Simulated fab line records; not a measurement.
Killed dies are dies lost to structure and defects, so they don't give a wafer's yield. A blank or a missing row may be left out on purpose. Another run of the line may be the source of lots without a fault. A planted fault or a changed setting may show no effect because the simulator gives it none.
fab line records :: flow ritCmos
record:
  lots: 14
  wafers: 42
  lastDay: 8
route steps=202 shown FOX2@23 M1@202
lots that met no fault: taken from a fault-free run of the same line
startH: start of the lot's first displayed wafer, in hours after the record's first day :: waitH: hours from the lot's prior step to this one :: " same as the row above :: L1.1+2: several wafers, shown together as one row :: - value missing, or start not given :: * or withheld: withheld :: < > ~ a bound
route shown NAME@n: names a module that has steps shown in the file, with the first one's number in the route :: usual: average and standard deviation across the fault-free wafers :: same: alike in all rows :: chamber/n: place in a boat :: sites: per-site readings :: _std_site: standard deviation across them :: _edge_site: mean of outer sites minus mean of inner sites :: radiusMm: how far each site lies from the wafer's centre :: mask NAME#n: copy n :: behind: the tool/chamber that last shaped the wafer :: hold: the reason the lot was held/the length of the hold in hours/how it ended :: device: transistor that didn't switch, given as n, p or np :: end of line: the same wafers' tests at the end of the route :: a step without rows: its recipe alone :: killed: the dies lost at the first sort to structure and to defects; this is not the yield of the wafer :: map: dies across one wafer; x = killed, . = not, _ = none there
set.NAME: the run value of the setting; set.NAME@STEP: its run value at that earlier step :: model.NAME: the simulator's own value behind a step, which no gauge read
the route's steps for a sample of lots (tables are steps, rows are wafers)
services: from which hour (startH, from the record's first day; less than 0 if before it) a tool's chamber was out of use, for how many hours, and why
== steps ==
step: RIT_FOX2_OXIDATION_00
recipe:
  tempC: 1100
  ambient: H2O
  targetThkA: 3507
  pH2oTorr: 720
  oxTimeS: 1130
usual:
  oxTempC: 1100.0/0.45
lot.wafer: L521.1
tool: furnace-03
chamber: 0
startH: 18.54
waitH: 0.0
oxTempC: 1100.3

lot.wafer: L521.4
tool: furnace-03
chamber: 0
startH: 18.54
waitH: 0.0
oxTempC: 1099.3

lot.wafer: L521.6
tool: furnace-03
chamber: 0
startH: 18.54
waitH: 0.0
oxTempC: 1100.5

lot.wafer: L523.2
tool: furnace-01
chamber: 0
startH: 28.24
waitH: 0.0
oxTempC: 1099.7

lot.wafer: L523.4
tool: furnace-01
chamber: 0
startH: 28.24
waitH: 0.0
oxTempC: 1099.6

lot.wafer: L523.5
tool: furnace-01
chamber: 0
startH: 28.24
waitH: 0.0
oxTempC: 1100.2

lot.wafer: L524.2
tool: furnace-04
chamber: 0
startH: 38.72
waitH: 2.6
oxTempC: 1100.3

lot.wafer: L524.4
tool: furnace-04
chamber: 0
startH: 38.72
waitH: 2.6
oxTempC: 1101.5

lot.wafer: L524.6
tool: furnace-04
chamber: 0
startH: 38.72
waitH: 2.6
oxTempC: 1100.5

lot.wafer: L526.1
tool: furnace-04
chamber: 0
startH: 43.72
waitH: 0.0
oxTempC: 1100.2

lot.wafer: L526.3
tool: furnace-04
chamber: 0
startH: 43.72
waitH: 0.0
oxTempC: 1099.9

lot.wafer: L526.6
tool: furnace-04
chamber: 0
startH: 43.72
waitH: 0.0
oxTempC: 1100.4

lot.wafer: L527.3
tool: furnace-03
chamber: 0
startH: 53.14
waitH: 2.4
oxTempC: 1100.2

lot.wafer: L527.4
tool: furnace-03
chamber: 0
startH: 53.14
waitH: 2.4
oxTempC: 1100.3

lot.wafer: L527.5
tool: furnace-03
chamber: 0
startH: 53.14
waitH: 2.4
oxTempC: 1100.2

lot.wafer: L530.1
tool: furnace-04
chamber: 0
startH: 67.75
waitH: 2.5
oxTempC: 1100.3

lot.wafer: L530.3
tool: furnace-04
chamber: 0
startH: 67.75
waitH: 2.5
oxTempC: 1099.2

lot.wafer: L530.4
tool: furnace-04
chamber: 0
startH: 67.75
waitH: 2.5
oxTempC: 1100.7

lot.wafer: L531.3
tool: furnace-03
chamber: 0
startH: 70.17
waitH: 0.3
oxTempC: 1100.0

lot.wafer: L531.4
tool: furnace-03
chamber: 0
startH: 70.17
waitH: 0.3
oxTempC: 1099.8

lot.wafer: L531.6
tool: furnace-03
chamber: 0
startH: 70.17
waitH: 0.3
oxTempC: 1099.5

lot.wafer: L531.3
tool: furnace-03
chamber: 0
startH: 71.74
waitH: 0.2
oxTempC: 1100.7

lot.wafer: L531.4
tool: furnace-03
chamber: 0
startH: 71.74
waitH: 0.2
oxTempC: 1100.2

lot.wafer: L531.6
tool: furnace-03
chamber: 0
startH: 71.74
waitH: 0.2
oxTempC: 1100.3

lot.wafer: L534.1
tool: furnace-04
chamber: 0
startH: 85.08
waitH: 0.0
oxTempC: 1100.1

lot.wafer: L534.5
tool: furnace-04
chamber: 0
startH: 85.08
waitH: 0.0
oxTempC: 1099.6

lot.wafer: L534.6
tool: furnace-04
chamber: 0
startH: 85.08
waitH: 0.0
oxTempC: 1099.9

lot.wafer: L536.1
tool: furnace-03
chamber: 0
startH: 95.92
waitH: 1.6
oxTempC: 1100.2

lot.wafer: L536.2
tool: furnace-03
chamber: 0
startH: 95.92
waitH: 1.6
oxTempC: 1099.2

lot.wafer: L536.3
tool: furnace-03
chamber: 0
startH: 95.92
waitH: 1.6
oxTempC: 1100.2

lot.wafer: L536.1
tool: furnace-03
chamber: 0
startH: 98.55
waitH: 1.3
oxTempC: 1100.1

lot.wafer: L536.2
tool: furnace-03
chamber: 0
startH: 98.55
waitH: 1.3
oxTempC: 1100.3

lot.wafer: L536.3
tool: furnace-03
chamber: 0
startH: 98.55
waitH: 1.3
oxTempC: 1099.7

lot.wafer: L538.3
tool: furnace-01
chamber: 0
startH: 106.48
waitH: 1.8
oxTempC: 1100.5

lot.wafer: L538.4
tool: furnace-01
chamber: 0
startH: 106.48
waitH: 1.8
oxTempC: 1100.7

lot.wafer: L538.5
tool: furnace-01
chamber: 0
startH: 106.48
waitH: 1.8
oxTempC: 1099.9

lot.wafer: L541.1
tool: furnace-01
chamber: 0
startH: 125.18
waitH: 4.1
oxTempC: 1099.4

lot.wafer: L541.4
tool: furnace-01
chamber: 0
startH: 125.18
waitH: 4.1
oxTempC: 1100.0

lot.wafer: L541.6
tool: furnace-01
chamber: 0
startH: 125.18
waitH: 4.1
oxTempC: 1100.6

lot.wafer: L542.3
tool: furnace-01
chamber: 0
startH: 130.81
waitH: 2.8
oxTempC: 1100.0

lot.wafer: L542.4
tool: furnace-01
chamber: 0
startH: 130.81
waitH: 2.8
oxTempC: 1100.4

lot.wafer: L542.6
tool: furnace-01
chamber: 0
startH: 130.81
waitH: 2.8
oxTempC: 1100.1

lot.wafer: L543.2
tool: furnace-01
chamber: 0
startH: 135.63
waitH: 1.7
oxTempC: 1100.5

lot.wafer: L543.3
tool: furnace-01
chamber: 0
startH: 135.63
waitH: 1.7
oxTempC: 1100.1

lot.wafer: L543.6
tool: furnace-01
chamber: 0
startH: 135.63
waitH: 1.7
oxTempC: 1100.5

lot.wafer: L544.2
tool: furnace-01
chamber: 0
startH: 144.06
waitH: 5.6
oxTempC: 1099.4

lot.wafer: L544.3
tool: furnace-01
chamber: 0
startH: 144.06
waitH: 5.6
oxTempC: 1099.7

lot.wafer: L544.5
tool: furnace-01
chamber: 0
startH: 144.06
waitH: 5.6
oxTempC: 1099.9
step: RIT_FOX2_THK_MEAS_01
recipe:
  reads: SiO2_of_FOX2_OXIDATION_00
usual:
  FOX2_OXIDE_THK: 351/6.7
lot.wafer: L521.1
tool: filmMetro-03
chamber: -
startH: 19.86
waitH: 0.0
FOX2_OXIDE_THK[nm]: 343

lot.wafer: L521.4
tool: filmMetro-03
chamber: -
startH: 19.86
waitH: 0.0
FOX2_OXIDE_THK[nm]: 345

lot.wafer: L521.6
tool: filmMetro-03
chamber: -
startH: 19.86
waitH: 0.0
FOX2_OXIDE_THK[nm]: 351

lot.wafer: L523.2
tool: filmMetro-01
chamber: -
startH: 29.56
waitH: 0.0
FOX2_OXIDE_THK[nm]: 351

lot.wafer: L523.4
tool: filmMetro-01
chamber: -
startH: 29.56
waitH: 0.0
FOX2_OXIDE_THK[nm]: 360

lot.wafer: L523.5
tool: filmMetro-01
chamber: -
startH: 29.56
waitH: 0.0
FOX2_OXIDE_THK[nm]: 360

lot.wafer: L524.2
tool: filmMetro-01
chamber: -
startH: 40.04
waitH: 0.0
FOX2_OXIDE_THK[nm]: 339

lot.wafer: L524.4
tool: filmMetro-01
chamber: -
startH: 40.04
waitH: 0.0
FOX2_OXIDE_THK[nm]: 341

lot.wafer: L524.6
tool: filmMetro-01
chamber: -
startH: 40.04
waitH: 0.0
FOX2_OXIDE_THK[nm]: 340

lot.wafer: L526.1
tool: filmMetro-03
chamber: -
startH: 45.03
waitH: 0.0
FOX2_OXIDE_THK[nm]: 335

lot.wafer: L526.3
tool: filmMetro-03
chamber: -
startH: 45.03
waitH: 0.0
FOX2_OXIDE_THK[nm]: 333

lot.wafer: L526.6
tool: filmMetro-03
chamber: -
startH: 45.03
waitH: 0.0
FOX2_OXIDE_THK[nm]: 337

lot.wafer: L527.3
tool: filmMetro-01
chamber: -
startH: 54.48
waitH: 0.0
FOX2_OXIDE_THK[nm]: 348

lot.wafer: L527.4
tool: filmMetro-01
chamber: -
startH: 54.48
waitH: 0.0
FOX2_OXIDE_THK[nm]: 342

lot.wafer: L527.5
tool: filmMetro-01
chamber: -
startH: 54.48
waitH: 0.0
FOX2_OXIDE_THK[nm]: 349

lot.wafer: L530.1
tool: filmMetro-03
chamber: -
startH: 69.06
waitH: 0.0
FOX2_OXIDE_THK[nm]: 352

lot.wafer: L530.3
tool: filmMetro-03
chamber: -
startH: 69.06
waitH: 0.0
FOX2_OXIDE_THK[nm]: 337

lot.wafer: L530.4
tool: filmMetro-03
chamber: -
startH: 69.06
waitH: 0.0
FOX2_OXIDE_THK[nm]: 344

lot.wafer: L531.3
tool: filmMetro-03
chamber: -
startH: 73.07
waitH: 0.0
FOX2_OXIDE_THK[nm]: 517

lot.wafer: L531.4
tool: filmMetro-03
chamber: -
startH: 73.07
waitH: 0.0
FOX2_OXIDE_THK[nm]: 513

lot.wafer: L531.6
tool: filmMetro-03
chamber: -
startH: 73.07
waitH: 0.0
FOX2_OXIDE_THK[nm]: 521

lot.wafer: L534.1
tool: filmMetro-04
chamber: -
startH: 86.39
waitH: 0.0
FOX2_OXIDE_THK[nm]: 355

lot.wafer: L534.5
tool: filmMetro-04
chamber: -
startH: 86.39
waitH: 0.0
FOX2_OXIDE_THK[nm]: 349

lot.wafer: L534.6
tool: filmMetro-04
chamber: -
startH: 86.39
waitH: 0.0
FOX2_OXIDE_THK[nm]: 356

lot.wafer: L536.1
tool: filmMetro-01
chamber: -
startH: 99.86
waitH: 0.0
FOX2_OXIDE_THK[nm]: 521

lot.wafer: L536.2
tool: filmMetro-01
chamber: -
startH: 99.86
waitH: 0.0
FOX2_OXIDE_THK[nm]: 521

lot.wafer: L536.3
tool: filmMetro-01
chamber: -
startH: 99.86
waitH: 0.0
FOX2_OXIDE_THK[nm]: 524

lot.wafer: L538.3
tool: filmMetro-01
chamber: -
startH: 107.81
waitH: 0.0
FOX2_OXIDE_THK[nm]: 355

lot.wafer: L538.4
tool: filmMetro-01
chamber: -
startH: 107.81
waitH: 0.0
FOX2_OXIDE_THK[nm]: 356

lot.wafer: L538.5
tool: filmMetro-01
chamber: -
startH: 107.81
waitH: 0.0
FOX2_OXIDE_THK[nm]: 355

lot.wafer: L541.1
tool: filmMetro-01
chamber: -
startH: 126.49
waitH: 0.0
FOX2_OXIDE_THK[nm]: 351

lot.wafer: L541.4
tool: filmMetro-01
chamber: -
startH: 126.49
waitH: 0.0
FOX2_OXIDE_THK[nm]: 355

lot.wafer: L541.6
tool: filmMetro-01
chamber: -
startH: 126.49
waitH: 0.0
FOX2_OXIDE_THK[nm]: 344

lot.wafer: L542.3
tool: filmMetro-01
chamber: -
startH: 132.15
waitH: 0.0
FOX2_OXIDE_THK[nm]: 355

lot.wafer: L542.4
tool: filmMetro-01
chamber: -
startH: 132.15
waitH: 0.0
FOX2_OXIDE_THK[nm]: 354

lot.wafer: L542.6
tool: filmMetro-01
chamber: -
startH: 132.15
waitH: 0.0
FOX2_OXIDE_THK[nm]: 350

lot.wafer: L543.2
tool: filmMetro-04
chamber: -
startH: 136.95
waitH: 0.0
FOX2_OXIDE_THK[nm]: 352

lot.wafer: L543.3
tool: filmMetro-04
chamber: -
startH: 136.95
waitH: 0.0
FOX2_OXIDE_THK[nm]: 360

lot.wafer: L543.6
tool: filmMetro-04
chamber: -
startH: 136.95
waitH: 0.0
FOX2_OXIDE_THK[nm]: 351

lot.wafer: L544.2
tool: filmMetro-04
chamber: -
startH: 145.39
waitH: 0.0
FOX2_OXIDE_THK[nm]: 357

lot.wafer: L544.3
tool: filmMetro-04
chamber: -
startH: 145.39
waitH: 0.0
FOX2_OXIDE_THK[nm]: 357

lot.wafer: L544.5
tool: filmMetro-04
chamber: -
startH: 145.39
waitH: 0.0
FOX2_OXIDE_THK[nm]: 348
step: RIT_FOX2_THK_MEAS_90
recipe:
  reads: SiO2_of_FOX2_OXIDATION_00
usual:
  FIELD_OXIDE_LEFT_1_THK: 323/6.8
lot.wafer: L521.1
tool: filmMetro-01
chamber: -
startH: 20.75
waitH: 0.0
FIELD_OXIDE_LEFT_1_THK[nm]: 315

lot.wafer: L521.4
tool: filmMetro-01
chamber: -
startH: 20.75
waitH: 0.0
FIELD_OXIDE_LEFT_1_THK[nm]: 318

lot.wafer: L521.6
tool: filmMetro-01
chamber: -
startH: 20.75
waitH: 0.0
FIELD_OXIDE_LEFT_1_THK[nm]: 324

lot.wafer: L523.2
tool: filmMetro-01
chamber: -
startH: 30.45
waitH: 0.0
FIELD_OXIDE_LEFT_1_THK[nm]: 324

lot.wafer: L523.4
tool: filmMetro-01
chamber: -
startH: 30.45
waitH: 0.0
FIELD_OXIDE_LEFT_1_THK[nm]: 333

lot.wafer: L523.5
tool: filmMetro-01
chamber: -
startH: 30.45
waitH: 0.0
FIELD_OXIDE_LEFT_1_THK[nm]: 332

lot.wafer: L524.2
tool: filmMetro-03
chamber: -
startH: 40.92
waitH: 0.0
FIELD_OXIDE_LEFT_1_THK[nm]: 312

lot.wafer: L524.4
tool: filmMetro-03
chamber: -
startH: 40.92
waitH: 0.0
FIELD_OXIDE_LEFT_1_THK[nm]: 314

lot.wafer: L524.6
tool: filmMetro-03
chamber: -
startH: 40.92
waitH: 0.0
FIELD_OXIDE_LEFT_1_THK[nm]: 313

lot.wafer: L526.1
tool: filmMetro-04
chamber: -
startH: 45.91
waitH: 0.0
FIELD_OXIDE_LEFT_1_THK[nm]: 307

lot.wafer: L526.3
tool: filmMetro-04
chamber: -
startH: 45.91
waitH: 0.0
FIELD_OXIDE_LEFT_1_THK[nm]: 305

lot.wafer: L526.6
tool: filmMetro-04
chamber: -
startH: 45.91
waitH: 0.0
FIELD_OXIDE_LEFT_1_THK[nm]: 309

lot.wafer: L527.3
tool: filmMetro-04
chamber: -
startH: 55.43
waitH: 0.0
FIELD_OXIDE_LEFT_1_THK[nm]: 321

lot.wafer: L527.4
tool: filmMetro-04
chamber: -
startH: 55.43
waitH: 0.0
FIELD_OXIDE_LEFT_1_THK[nm]: 315

lot.wafer: L527.5
tool: filmMetro-04
chamber: -
startH: 55.43
waitH: 0.0
FIELD_OXIDE_LEFT_1_THK[nm]: 321

lot.wafer: L530.1
tool: filmMetro-01
chamber: -
startH: 69.94
waitH: 0.0
FIELD_OXIDE_LEFT_1_THK[nm]: 325

lot.wafer: L530.3
tool: filmMetro-01
chamber: -
startH: 69.94
waitH: 0.0
FIELD_OXIDE_LEFT_1_THK[nm]: 310

lot.wafer: L530.4
tool: filmMetro-01
chamber: -
startH: 69.94
waitH: 0.0
FIELD_OXIDE_LEFT_1_THK[nm]: 316

lot.wafer: L531.3
tool: filmMetro-03
chamber: -
startH: 74.40
waitH: 0.1
FIELD_OXIDE_LEFT_1_THK[nm]: 490

lot.wafer: L531.4
tool: filmMetro-03
chamber: -
startH: 74.40
waitH: 0.1
FIELD_OXIDE_LEFT_1_THK[nm]: 485

lot.wafer: L531.6
tool: filmMetro-03
chamber: -
startH: 74.40
waitH: 0.1
FIELD_OXIDE_LEFT_1_THK[nm]: 494

lot.wafer: L534.1
tool: filmMetro-01
chamber: -
startH: 87.27
waitH: 0.0
FIELD_OXIDE_LEFT_1_THK[nm]: 328

lot.wafer: L534.5
tool: filmMetro-01
chamber: -
startH: 87.27
waitH: 0.0
FIELD_OXIDE_LEFT_1_THK[nm]: 322

lot.wafer: L534.6
tool: filmMetro-01
chamber: -
startH: 87.27
waitH: 0.0
FIELD_OXIDE_LEFT_1_THK[nm]: 328

lot.wafer: L536.1
tool: filmMetro-03
chamber: -
startH: 100.74
waitH: 0.0
FIELD_OXIDE_LEFT_1_THK[nm]: 494

lot.wafer: L536.2
tool: filmMetro-03
chamber: -
startH: 100.74
waitH: 0.0
FIELD_OXIDE_LEFT_1_THK[nm]: 494

lot.wafer: L536.3
tool: filmMetro-03
chamber: -
startH: 100.74
waitH: 0.0
FIELD_OXIDE_LEFT_1_THK[nm]: 497

lot.wafer: L538.3
tool: filmMetro-03
chamber: -
startH: 108.69
waitH: 0.0
FIELD_OXIDE_LEFT_1_THK[nm]: 328

lot.wafer: L538.4
tool: filmMetro-03
chamber: -
startH: 108.69
waitH: 0.0
FIELD_OXIDE_LEFT_1_THK[nm]: 329

lot.wafer: L538.5
tool: filmMetro-03
chamber: -
startH: 108.69
waitH: 0.0
FIELD_OXIDE_LEFT_1_THK[nm]: 328

lot.wafer: L541.1
tool: filmMetro-03
chamber: -
startH: 127.37
waitH: 0.0
FIELD_OXIDE_LEFT_1_THK[nm]: 324

lot.wafer: L541.4
tool: filmMetro-03
chamber: -
startH: 127.37
waitH: 0.0
FIELD_OXIDE_LEFT_1_THK[nm]: 328

lot.wafer: L541.6
tool: filmMetro-03
chamber: -
startH: 127.37
waitH: 0.0
FIELD_OXIDE_LEFT_1_THK[nm]: 316

lot.wafer: L542.3
tool: filmMetro-01
chamber: -
startH: 133.02
waitH: 0.0
FIELD_OXIDE_LEFT_1_THK[nm]: 328

lot.wafer: L542.4
tool: filmMetro-01
chamber: -
startH: 133.02
waitH: 0.0
FIELD_OXIDE_LEFT_1_THK[nm]: 326

lot.wafer: L542.6
tool: filmMetro-01
chamber: -
startH: 133.02
waitH: 0.0
FIELD_OXIDE_LEFT_1_THK[nm]: 323

lot.wafer: L543.2
tool: filmMetro-03
chamber: -
startH: 137.89
waitH: 0.0
FIELD_OXIDE_LEFT_1_THK[nm]: 325

lot.wafer: L543.3
tool: filmMetro-03
chamber: -
startH: 137.89
waitH: 0.0
FIELD_OXIDE_LEFT_1_THK[nm]: 332

lot.wafer: L543.6
tool: filmMetro-03
chamber: -
startH: 137.89
waitH: 0.0
FIELD_OXIDE_LEFT_1_THK[nm]: 324

lot.wafer: L544.2
tool: filmMetro-03
chamber: -
startH: 146.33
waitH: 0.0
FIELD_OXIDE_LEFT_1_THK[nm]: 329

lot.wafer: L544.3
tool: filmMetro-03
chamber: -
startH: 146.33
waitH: 0.0
FIELD_OXIDE_LEFT_1_THK[nm]: 330

lot.wafer: L544.5
tool: filmMetro-03
chamber: -
startH: 146.33
waitH: 0.0
FIELD_OXIDE_LEFT_1_THK[nm]: 320
step: RIT_FOX2_THK_MEAS_91
recipe:
  reads: SiO2_of_FOX2_OXIDATION_00
usual:
  FIELD_OXIDE_LEFT_2_THK: 255/6.8
lot.wafer: L521.1
tool: filmMetro-04
chamber: -
startH: 33.82
waitH: 0.0
FIELD_OXIDE_LEFT_2_THK[nm]: 247

lot.wafer: L521.4
tool: filmMetro-04
chamber: -
startH: 33.82
waitH: 0.0
FIELD_OXIDE_LEFT_2_THK[nm]: 249

lot.wafer: L521.6
tool: filmMetro-04
chamber: -
startH: 33.82
waitH: 0.0
FIELD_OXIDE_LEFT_2_THK[nm]: 255

lot.wafer: L523.2
tool: filmMetro-01
chamber: -
startH: 43.61
waitH: 0.0
FIELD_OXIDE_LEFT_2_THK[nm]: 256

lot.wafer: L523.4
tool: filmMetro-01
chamber: -
startH: 43.61
waitH: 0.0
FIELD_OXIDE_LEFT_2_THK[nm]: 264

lot.wafer: L523.5
tool: filmMetro-01
chamber: -
startH: 43.61
waitH: 0.0
FIELD_OXIDE_LEFT_2_THK[nm]: 264

lot.wafer: L524.2
tool: filmMetro-03
chamber: -
startH: 53.57
waitH: 0.0
FIELD_OXIDE_LEFT_2_THK[nm]: 243

lot.wafer: L524.4
tool: filmMetro-03
chamber: -
startH: 53.57
waitH: 0.0
FIELD_OXIDE_LEFT_2_THK[nm]: 245

lot.wafer: L524.6
tool: filmMetro-03
chamber: -
startH: 53.57
waitH: 0.0
FIELD_OXIDE_LEFT_2_THK[nm]: 244

lot.wafer: L526.1
tool: filmMetro-01
chamber: -
startH: 60.01
waitH: 0.0
FIELD_OXIDE_LEFT_2_THK[nm]: 239

lot.wafer: L526.3
tool: filmMetro-01
chamber: -
startH: 60.01
waitH: 0.0
FIELD_OXIDE_LEFT_2_THK[nm]: 237

lot.wafer: L526.6
tool: filmMetro-01
chamber: -
startH: 60.01
waitH: 0.0
FIELD_OXIDE_LEFT_2_THK[nm]: 241

lot.wafer: L527.3
tool: filmMetro-01
chamber: -
startH: 68.20
waitH: 0.0
FIELD_OXIDE_LEFT_2_THK[nm]: 254

lot.wafer: L527.4
tool: filmMetro-01
chamber: -
startH: 68.20
waitH: 0.0
FIELD_OXIDE_LEFT_2_THK[nm]: 248

lot.wafer: L527.5
tool: filmMetro-01
chamber: -
startH: 68.20
waitH: 0.0
FIELD_OXIDE_LEFT_2_THK[nm]: 255

lot.wafer: L530.1
tool: filmMetro-04
chamber: -
startH: 82.32
waitH: 0.0
FIELD_OXIDE_LEFT_2_THK[nm]: 257

lot.wafer: L530.3
tool: filmMetro-04
chamber: -
startH: 82.32
waitH: 0.0
FIELD_OXIDE_LEFT_2_THK[nm]: 243

lot.wafer: L530.4
tool: filmMetro-04
chamber: -
startH: 82.32
waitH: 0.0
FIELD_OXIDE_LEFT_2_THK[nm]: 249

lot.wafer: L531.3
tool: filmMetro-03
chamber: -
startH: 88.07
waitH: 0.0
FIELD_OXIDE_LEFT_2_THK[nm]: 422

lot.wafer: L531.4
tool: filmMetro-03
chamber: -
startH: 88.07
waitH: 0.0
FIELD_OXIDE_LEFT_2_THK[nm]: 418

lot.wafer: L531.6
tool: filmMetro-03
chamber: -
startH: 88.07
waitH: 0.0
FIELD_OXIDE_LEFT_2_THK[nm]: 427

lot.wafer: L534.1
tool: filmMetro-01
chamber: -
startH: 101.62
waitH: 0.0
FIELD_OXIDE_LEFT_2_THK[nm]: 258

lot.wafer: L534.5
tool: filmMetro-01
chamber: -
startH: 101.62
waitH: 0.0
FIELD_OXIDE_LEFT_2_THK[nm]: 253

lot.wafer: L534.6
tool: filmMetro-01
chamber: -
startH: 101.62
waitH: 0.0
FIELD_OXIDE_LEFT_2_THK[nm]: 258

lot.wafer: L536.1
tool: filmMetro-03
chamber: -
startH: 114.71
waitH: 0.1
FIELD_OXIDE_LEFT_2_THK[nm]: 426

lot.wafer: L536.2
tool: filmMetro-03
chamber: -
startH: 114.71
waitH: 0.1
FIELD_OXIDE_LEFT_2_THK[nm]: 427

lot.wafer: L536.3
tool: filmMetro-03
chamber: -
startH: 114.71
waitH: 0.1
FIELD_OXIDE_LEFT_2_THK[nm]: 430

lot.wafer: L538.3
tool: filmMetro-04
chamber: -
startH: 123.23
waitH: 0.0
FIELD_OXIDE_LEFT_2_THK[nm]: 260

lot.wafer: L538.4
tool: filmMetro-04
chamber: -
startH: 123.23
waitH: 0.0
FIELD_OXIDE_LEFT_2_THK[nm]: 261

lot.wafer: L538.5
tool: filmMetro-04
chamber: -
startH: 123.23
waitH: 0.0
FIELD_OXIDE_LEFT_2_THK[nm]: 261

lot.wafer: L541.1
tool: filmMetro-03
chamber: -
startH: 143.63
waitH: 0.0
FIELD_OXIDE_LEFT_2_THK[nm]: 256

lot.wafer: L541.4
tool: filmMetro-03
chamber: -
startH: 143.63
waitH: 0.0
FIELD_OXIDE_LEFT_2_THK[nm]: 260

lot.wafer: L541.6
tool: filmMetro-03
chamber: -
startH: 143.63
waitH: 0.0
FIELD_OXIDE_LEFT_2_THK[nm]: 249

lot.wafer: L542.3
tool: filmMetro-03
chamber: -
startH: 148.71
waitH: 0.0
FIELD_OXIDE_LEFT_2_THK[nm]: 259

lot.wafer: L542.4
tool: filmMetro-03
chamber: -
startH: 148.71
waitH: 0.0
FIELD_OXIDE_LEFT_2_THK[nm]: 258

lot.wafer: L542.6
tool: filmMetro-03
chamber: -
startH: 148.71
waitH: 0.0
FIELD_OXIDE_LEFT_2_THK[nm]: 255

lot.wafer: L543.2
tool: filmMetro-04
chamber: -
startH: 155.15
waitH: 0.0
FIELD_OXIDE_LEFT_2_THK[nm]: 258

lot.wafer: L543.3
tool: filmMetro-04
chamber: -
startH: 155.15
waitH: 0.0
FIELD_OXIDE_LEFT_2_THK[nm]: 265

lot.wafer: L543.6
tool: filmMetro-04
chamber: -
startH: 155.15
waitH: 0.0
FIELD_OXIDE_LEFT_2_THK[nm]: 257

lot.wafer: L544.2
tool: filmMetro-04
chamber: -
startH: 160.34
waitH: 0.0
FIELD_OXIDE_LEFT_2_THK[nm]: 262

lot.wafer: L544.3
tool: filmMetro-04
chamber: -
startH: 160.34
waitH: 0.0
FIELD_OXIDE_LEFT_2_THK[nm]: 262

lot.wafer: L544.5
tool: filmMetro-04
chamber: -
startH: 160.34
waitH: 0.0
FIELD_OXIDE_LEFT_2_THK[nm]: 253
step: RIT_M1_PROBE_99
usual:
  killedAtContacts: 0.0/0.22
  killedAtFrontEnd: 6.6/2.7
  killedDies: 6.7/2.7
  killedOnRim: 1.7/1.4
  killedOpen: 3.4/2
  killedShort: 3.2/1.8
same:
  grossDies: 264
  killed_at_M0_to_M3: 0
  killed_at_M4_up: 0
  killedAtBackSide: 0
  killedAtOther: 0
lot.wafer: L531.3
tool: prober-02
chamber: -
startH: 118.30
waitH: 0.2
killedAtContacts: 0
killedAtFrontEnd: 14
killedDies: 14
killedOnRim: 2
killedOpen: 8
killedShort: 6

lot.wafer: L531.4
tool: prober-02
chamber: -
startH: 118.35
waitH: 0.2
killedAtContacts: 0
killedAtFrontEnd: 4
killedDies: 4
killedOnRim: 1
killedOpen: 2
killedShort: 2

lot.wafer: L531.6
tool: prober-02
chamber: -
startH: 118.45
waitH: 0.2
killedAtContacts: 1
killedAtFrontEnd: 3
killedDies: 4
killedOnRim: 1
killedOpen: 2
killedShort: 2

lot.wafer: L536.3
tool: prober-01
chamber: -
startH: 145.26
waitH: 0.2
killedAtContacts: 0
killedAtFrontEnd: 10
killedDies: 10
killedOnRim: 0
killedOpen: 2
killedShort: 7
killed by level:class
L531.3 FOX1:geometricParticle:open=4 GATE:geometricParticle:short=4 GATE:geometricParticle:open=3 REOX:geometricParticle:short=1 SPACER:geometricParticle:open=1 SPACER:geometricParticle:short=1
L531.4 FOX1:geometricParticle:short=1 FOX1:geometricParticle:open=1 FOX2:geometricParticle:open=1 SPACER:geometricParticle:short=1
L531.6 GATE:geometricParticle:short=2 REOX:geometricParticle:open=1 CONTACT:geometricParticle:open=1
L536.3 FOX2:geometricParticle:short=5 FOX2:geometricParticle:open=1 REOX:geometricParticle:open=1 REOX:geometricParticle:short=1 SILICIDE:geometricParticle:short=1 NSD:coatMicrobubblePrinted=1
== services ==
tool: furnace-04
chamber: -
startH: 2.59
hours: 5.0
kind: pm

tool: furnace-03
chamber: -
startH: 106.18
hours: 60.7
kind: pm
== key ==
firstSign:
  step: RIT_FOX2_OXIDATION_00
  reading: visit
  direction: added
effect:
  step: RIT_FOX2_THK_MEAS_01
  reading: FOX2_OXIDE_THK
  direction: up
  sigmas: 25
  usual: 351
  struck: 519
effect:
  step: RIT_FOX2_THK_MEAS_90
  reading: FIELD_OXIDE_LEFT_1_THK
  direction: up
  sigmas: 25
  usual: 323
  struck: 492
effect:
  step: RIT_FOX2_THK_MEAS_91
  reading: FIELD_OXIDE_LEFT_2_THK
  direction: up
  sigmas: 25
  usual: 255
  struck: 425
metAt RIT_FOX2_OXIDATION_00
struckLots L531,L536
testerLeftOut L531,L536
fault:
  kind: repeatedStepWhole
  tool: furnace-01,furnace-03,furnace-04
  chamber: -
  onsetH: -
  steps: RIT_FOX2_OXIDATION_00
  times: 1
  scope: struckLotsOnly
testerLeftOut: of these lots the tester's yield and bins aren't shown, on N5 and GAA mostly nor the transistor test; their killed dies are dies lost to structure and defects alone, not to doping, threshold or leakage, so they don't give the yield
